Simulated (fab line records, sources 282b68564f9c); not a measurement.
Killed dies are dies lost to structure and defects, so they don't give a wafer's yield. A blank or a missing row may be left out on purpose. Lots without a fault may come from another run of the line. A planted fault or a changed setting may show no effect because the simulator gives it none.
fab line records | flow rit_cmos
record lots=15 wafers=45 last_day=8
route steps=202 shown PRETRO@72
lots that met no fault: from a run of the same line without faults
start_h: hours from the record's first day to the start of the lot's first wafer shown | wait_h: hours since the lot's step before | " the same as in the row above | L1.1+2: a row that stands for several wafers | - no value, or no start given | * or withheld: withheld | < > ~ a bound
route shown NAME@n: a module of which the file shows steps, and the number in the route of the first | usual: mean/standard deviation of fault-free wafers | same: alike in all rows | chamber/n: place in a boat | sites: the reading at each site | _std_site: their standard deviation | _edge_site: outer sites' mean less inner sites' | radius_mm: how far each site lies from the wafer's centre | mask NAME#n: copy n | behind: the tool/chamber that last shaped the wafer | hold: why the lot was held/for how many hours/how that ended | device: the transistor (n, p or np) that didn't switch | end of line: the same wafers' tests at the end of the route | a step without rows: its recipe alone | killed: dies lost to structure and defects at the first sort, not the wafer's yield | map: a wafer's dies, x killed, . not, _ none there
set.NAME: the setting as run; set.NAME@STEP: as run at that earlier step | model.NAME: the simulator's own value behind a step, which no gauge read
steps of the route over a sample of lots; a table a step, a row a wafer
services: from which hour (start_h, from the record's first day; less than 0 if before it) a tool's chamber was out of use, for how many hours, and why
## steps
# step RIT_PRETRO_IMPLANT_08
# recipe species=B energy_kev=45 dose_cm2=1.2e+13 tilt_deg=7
# usual beam_on_s=10.04/0.19
# columns lot.wafer tool chamber start_h wait_h beam_on_s
L335.1 implanter-04 0 33.03 0.2 9.85
L335.2 " 0 " " 10.30
L335.4 " 0 " " 10.04
L337.1 implanter-04 0 43.26 0.2 10.13
L337.3 " 0 " " 10.04
L337.6 " 0 " " 10.46
L338.2 implanter-04 0 48.14 0.2 10.04
L338.4 " 0 " " 10.28
L338.6 " 0 " " 9.88
L339.1 implanter-04 0 53.07 0.2 9.93
L339.5 " 0 " " 10.04
L339.6 " 0 " " 10.24
L340.1 implanter-02 0 60.22 0.2 10.48
L340.5 " 0 " " 10.00
L340.6 " 0 " " 10.11
L341.3 implanter-04 0 65.57 0.2 10.04
L341.5 " 0 " " 9.85
L341.6 " 0 " " 10.34
L342.1 implanter-04 0 67.10 0.2 10.47
L342.3 " 0 " " 10.11
L342.4 " 0 " " 10.08
L343.2 implanter-02 0 72.52 0.2 10.38
L343.4 " 0 " " 9.97
L343.6 " 0 " " 10.28
L344.1 implanter-04 0 77.64 0.2 10.13
L344.3 " 0 " " 10.15
L344.6 " 0 " " 9.97
L345.3 implanter-02 0 81.10 0.2 10.27
L345.4 " 0 " " 10.14
L345.6 " 0 " " 9.95
L346.2 implanter-04 0 88.55 0.2 10.04
L346.4 " 0 " " 9.94
L346.6 " 0 " " 9.99
L347.1 implanter-04 0 98.75 0.2 10.09
L347.2 " 0 " " 10.00
L347.3 " 0 " " 10.15
L347.1 implanter-04 0 99.06 0.3 10.03
L347.2 " 0 " " 10.11
L347.3 " 0 " " 10.71
L349.1 implanter-02 0 103.58 0.2 9.88
L349.2 " 0 " " 9.97
L349.4 " 0 " " 10.12
L352.2 implanter-03 0 124.96 0.2 9.81
L352.3 " 0 " " 9.87
L352.5 " 0 " " 9.73
L352.2 implanter-03 0 125.27 0.3 9.59
L352.3 " 0 " " 9.74
L352.5 " 0 " " 10.39
L355.2 implanter-04 0 150.10 0.2 10.20
L355.3 " 0 " " 9.79
L355.6 " 0 " " 9.90
L355.2 implanter-04 0 150.41 0.3 9.91
L355.3 " 0 " " 10.21
L355.6 " 0 " " 9.88
# step RIT_PRETRO_TW_MEAS_10
# usual PRETRO_TW=474/3.4
# columns lot.wafer tool chamber start_h wait_h PRETRO_TW
L335.1 film_metro-04 - 33.36 0.1 472
L335.2 " - " " 472
L335.4 " - " " 469
L337.1 film_metro-04 - 43.59 0.1 471
L337.3 " - " " 472
L337.6 " - " " 472
L338.2 film_metro-04 - 48.45 0.1 472
L338.4 " - " " 470
L338.6 " - " " 471
L339.1 film_metro-02 - 53.39 0.1 476
L339.5 " - " " 477
L339.6 " - " " 477
L340.1 film_metro-02 - 60.55 0.1 477
L340.5 " - " " 475
L340.6 " - " " 475
L341.3 film_metro-01 - 65.87 0.1 471
L341.5 " - " " 476
L341.6 " - " " 476
L342.1 film_metro-01 - 67.42 0.1 475
L342.3 " - " " 478
L342.4 " - " " 476
L343.2 film_metro-01 - 72.83 0.1 478
L343.4 " - " " 482
L343.6 " - " " 483
L344.1 film_metro-04 - 77.97 0.1 473
L344.3 " - " " 471
L344.6 " - " " 471
L345.3 film_metro-04 - 81.40 0.1 473
L345.4 " - " " 475
L345.6 " - " " 476
L346.2 film_metro-02 - 88.86 0.1 478
L346.4 " - " " 480
L346.6 " - " " 480
L347.1 film_metro-02 - 99.39 0.1 588
L347.2 " - " " 593
L347.3 " - " " 590
L349.1 film_metro-04 - 103.91 0.1 472
L349.2 " - " " 473
L349.4 " - " " 472
L352.2 film_metro-04 - 125.58 0.1 586
L352.3 " - " " 581
L352.5 " - " " 586
L355.2 film_metro-04 - 150.72 0.1 577
L355.3 " - " " 582
L355.6 " - " " 579
## services
# columns tool chamber start_h hours kind
implanter-03 - 9.56 111.6 pm
implanter-02 - 12.99 5.9 repair
implanter-02 - 66.75 1.5 repair
implanter-02 - 111.70 21.1 pm
implanter-02 - 132.78 2.1 pm
implanter-04 - 135.05 1.9 repair
## key
first_sign step=RIT_PRETRO_IMPLANT_08 reading=visit direction=added
effect step=RIT_PRETRO_TW_MEAS_10 reading=PRETRO_TW direction=up sigmas=33 usual=474 struck=585
met_at RIT_PRETRO_IMPLANT_08
struck_lots L347,L352,L355
tester_left_out L347,L352,L355
fault kind=repeated_step_whole tool=implanter-02,implanter-03,implanter-04 chamber=- onset_h=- steps=RIT_PRETRO_IMPLANT_08 times=1 scope=struck_lots_only
# tester_left_out: of these lots the tester's yield and bins aren't shown, on N5 and GAA mostly nor the transistor test; their killed dies are dies lost to structure and defects alone, not to doping, threshold or leakage, so they don't give the yield
